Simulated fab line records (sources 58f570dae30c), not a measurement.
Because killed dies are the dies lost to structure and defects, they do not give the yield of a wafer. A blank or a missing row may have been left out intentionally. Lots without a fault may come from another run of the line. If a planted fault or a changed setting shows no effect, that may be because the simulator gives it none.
What tool caused it?	flow berkeleyCmos170	13 lots, 39 wafers sampled, at 6 steps of a route of 331

== WHAT THE GAUGES READ, wafer by wafer ==
UCB170_M1_CD_MEAS_09: target cd 700 nm. Usual: cdNm at 699.9 nm, with a standard deviation of 1.3.
lot	measured	on	cdNm (nm)	flag
L673	day 8 02:01	cdSem-02	702.6 701.6 701.9	
L676	day 8 08:04	cdSem-02	699.4 699.2 700.2	
L678	day 9 09:55	cdSem-02	699.8 700.3 700.1	
L681	day 9 20:07	cdSem-01	698.0 698.3 701.0	
L687	day 11 03:40	cdSem-02	700.0 698.7 699.3	
L686	day 11 04:19	cdSem-01	697.8 698.0 698.3	
L691	day 11 22:17	cdSem-02	699.7 701.2 701.4	
L692	day 12 08:13	cdSem-02	701.5 699.1 699.5	
L693	day 12 10:49	cdSem-01	699.7 699.9 700.8	
L690	day 12 11:11	cdSem-02	698.8 698.8 700.0	
L689	day 12 11:29	cdSem-02	701.0 699.6 701.2	
L695	day 12 23:08	cdSem-02	701.8 702.1 701.9	
L694	day 13 14:08	cdSem-02	698.6 697.1 698.7	

UCB170_V1_THK_MEAS_04. Usual: V1_POLISHED_THK typically reads 999.5 nm, with standard deviation 1.3.
lot	measured	on	V1_POLISHED_THK (nm)	flag
L673	day 8 05:26	filmMetro-03	1000.9 999.8 998.5	
L676	day 8 10:35	filmMetro-04	999.9 999.2 1000.8	
L678	day 9 12:31	filmMetro-03	1000.4 1001.4 1001.3	
L681	day 9 22:38	filmMetro-04	999.7 1000.4 1001.0	
L687	day 11 06:23	filmMetro-03	995.9 998.0 997.7	
L686	day 11 07:58	filmMetro-02	998.2 999.4 998.7	
L691	day 12 00:47	filmMetro-04	1000.8 1000.3 999.5	
L692	day 12 10:46	filmMetro-02	999.3 1002.4 999.9	
L693	day 12 13:19	filmMetro-04	996.6 999.5 998.7	
L690	day 12 14:37	filmMetro-04	998.2 1000.1 999.7	
L689	day 12 14:37	filmMetro-03	997.6 997.8 999.8	
L695	day 13 01:39	filmMetro-03	1001.8 1002.9 1001.7	
L694	day 13 18:05	filmMetro-03	999.5 997.9 997.1	

UCB170_M2_RS_MEAS_02: measurement is done with a four-point probe. Usual: M2_AL_RS typically reads 0.0322 ohm/sq, with standard deviation 0.00039.
lot	measured	on	M2_AL_RS (ohm/sq)	flag
L673	day 8 07:58	filmMetro-01	0.0324 0.0329 0.0324	
L676	day 8 12:56	filmMetro-01	0.0319 0.0325 0.0324	
L678	day 9 15:41	filmMetro-01	0.0416 0.0414 0.0417 0.0416 0.0414 0.0417	OFF
L681	day 10 02:16	filmMetro-04	0.0411 0.0401 0.0410 0.0412 0.0401 0.0410	OFF
L687	day 11 08:17	filmMetro-01	0.0325 0.0328 0.0322	
L686	day 11 10:03	filmMetro-01	0.0322 0.0322 0.0318	
L691	day 12 05:06	filmMetro-04	0.0316 0.0314 0.0319	
L692	day 12 12:44	filmMetro-01	0.0318 0.0316 0.0317	
L693	day 12 17:16	filmMetro-01	0.0325 0.0322 0.0323	
L690	day 12 17:07	filmMetro-03	0.0325 0.0329 0.0323	
L689	day 12 17:23	filmMetro-03	0.0320 0.0323 0.0320	
L695	day 13 05:59	filmMetro-04	0.0316 0.0321 0.0321	
L694	day 13 20:00	filmMetro-03	0.0316 0.0320 0.0324	

UCB170_M2_THK_MEAS_03: measures by xrf. Usual: M2_AL_THK typically reads 911 nm, with standard deviation 12.
lot	measured	on	M2_AL_THK (nm)	flag
L673	day 8 08:05	filmMetro-01	907 894 912	
L676	day 8 13:03	filmMetro-01	923 913 905	
L678	day 9 17:14	filmMetro-01	699 706 703 701 708 701	OFF
L681	day 10 10:50	filmMetro-04	716 737 724 720 737 725	OFF
L687	day 11 08:25	filmMetro-01	904 899 914	
L686	day 11 10:09	filmMetro-01	914 913 926	
L691	day 12 05:13	filmMetro-04	924 942 923	
L692	day 12 12:51	filmMetro-01	923 929 929	
L693	day 12 17:22	filmMetro-01	902 913 913	
L690	day 12 17:14	filmMetro-03	902 888 907	
L689	day 12 17:31	filmMetro-03	914 902 919	
L695	day 13 06:07	filmMetro-04	926 916 917	
L694	day 13 20:07	filmMetro-03	923 912 905	

== WHAT TOOL EACH LOT RAN ON (gives the tool, then ch and the chambers of the sampled wafers, and finally the start) ==
lot	UCB170_V1_STRIP_15	UCB170_M2_SPUTTER_01
L673	plasmaAsher-01 ch 0,1, day 8 07:34	pvdSputter-02, day 8 07:53
L676	plasmaAsher-03 ch 0,1, day 8 12:34	pvdSputter-01, day 8 12:50
L678	plasmaAsher-03 ch 0,1, day 9 15:19	pvdSputter-01, day 9 15:36
L681	plasmaAsher-01 ch 0,1, day 10 01:53	pvdSputter-01, day 10 02:10
L687	plasmaAsher-01 ch 0,1, day 11 07:55	pvdSputter-03, day 11 08:13
L686	plasmaAsher-03 ch 0,1, day 11 09:37	pvdSputter-03, day 11 09:55
L691	plasmaAsher-03 ch 0,1, day 12 04:40	pvdSputter-02, day 12 05:00
L692	plasmaAsher-01 ch 0,1, day 12 12:22	pvdSputter-02, day 12 12:39
L693	plasmaAsher-01 ch 0,1, day 12 16:52	pvdSputter-02, day 12 17:09
L690	plasmaAsher-03 ch 0,1, day 12 16:44	pvdSputter-03, day 12 17:02
L689	plasmaAsher-04 ch 0,1, day 12 17:01	pvdSputter-01, day 12 17:18
L695	plasmaAsher-01 ch 0, day 13 05:37	pvdSputter-01, day 13 05:55
L694	plasmaAsher-04 ch 0,1, day 13 19:38	pvdSputter-02, day 13 19:55
- UCB170_V1_STRIP_15: strips in O2.
- UCB170_M2_SPUTTER_01: material Al, target thk 900 nm, time 120 s.

== WHAT THE TOOLS THEMSELVES READ (means of the sampled wafers that have a number; where no wafer has one, the mark that the record gives instead) ==
UCB170_V1_STRIP_15. Usual: drypumpMotorCurrentA 5.6 A, standard deviation 0.38; o2FlowSccm 400.2 sccm, standard deviation 1.2; oesProductAu 0.721 a.u., standard deviation 0.0046; stripTimeToEndpointS 15.26 s, standard deviation 0.12.
lot	tool	drypumpMotorCurrentA (A)	o2FlowSccm (sccm)	oesProductAu (a.u.)	stripTimeToEndpointS (s)	flag
L673	plasmaAsher-01	5.6	398.9	0.718	15.40	
L676	plasmaAsher-03	5.7	399.0	0.719	15.21	
L678	plasmaAsher-03	6.0	399.8	0.727	15.38	
L681	plasmaAsher-01	5.6	400.2	0.718	15.42	
L687	plasmaAsher-01	5.6	400.9	0.722	15.07	
L686	plasmaAsher-03	5.6	401.5	0.721	15.25	
L691	plasmaAsher-03	5.7	400.4	0.725	15.09	
L692	plasmaAsher-01	5.6	400.1	0.722	15.29	
L693	plasmaAsher-01	5.6	400.0	0.721	15.33	
L690	plasmaAsher-03	5.6	399.5	0.717	15.26	
L689	plasmaAsher-04	5.4	400.6	0.720	15.28	
L695	plasmaAsher-01	5.5	400.3	0.720	15.29	
L694	plasmaAsher-04	5.5	401.2	0.718	15.22	

UCB170_M2_SPUTTER_01. Usual: cathodeDcPowerW 5999.9 W, standard deviation 1.1; throttleValvePct 30.0 %, standard deviation 1.4.
lot	tool	cathodeDcPowerW (W)	throttleValvePct (%)	flag
L673	pvdSputter-02	5999.8	30.7	
L676	pvdSputter-01	5999.8	30.1	
L678	pvdSputter-01	4716.0	29.1	OFF
L681	pvdSputter-01	4715.5	30.2	OFF
L687	pvdSputter-03	6000.0	29.9	
L686	pvdSputter-03	5999.3	29.1	
L691	pvdSputter-02	5999.8	31.2	
L692	pvdSputter-02	6000.1	30.6	
L693	pvdSputter-02	6000.6	31.1	
L690	pvdSputter-03	5999.9	29.7	
L689	pvdSputter-01	5998.9	31.5	
L695	pvdSputter-01	5999.8	30.5	
L694	pvdSputter-02	6000.5	31.0	

== THE ANSWER, worked out from the rows above alone ==
Rule: take the mean of a lot's wafers that have a number; if it is more than 3 standard deviations from the usual mean, the lot is off. Also off: a lot with no number at a reading for which 4 or more lots have one. Where the step has rows for the other lots, those lots are counted as sound. The gauges are gone through in route order, then the tools' own readings, and for those a lot's mean is taken as printed above. The first step at which some lot is off is used, and at that step the reading that is off furthest; a lot without a number counts as furthest.
Off: at UCB170_M2_RS_MEAS_02 (M2_AL_RS), L678, L681.
If a tool, at a process step before that reading, ran all the lots that are off and no sound lot after the first of them, it fits. The gauges at UCB170_M2_RS_MEAS_02 aren't tried: what is off there is off at UCB170_M2_SPUTTER_01 too, on other tools, and a gauge's error can't cause that. No candidate that was tried fits.

== WHAT THE SIMULATOR HAD PUT IN ==
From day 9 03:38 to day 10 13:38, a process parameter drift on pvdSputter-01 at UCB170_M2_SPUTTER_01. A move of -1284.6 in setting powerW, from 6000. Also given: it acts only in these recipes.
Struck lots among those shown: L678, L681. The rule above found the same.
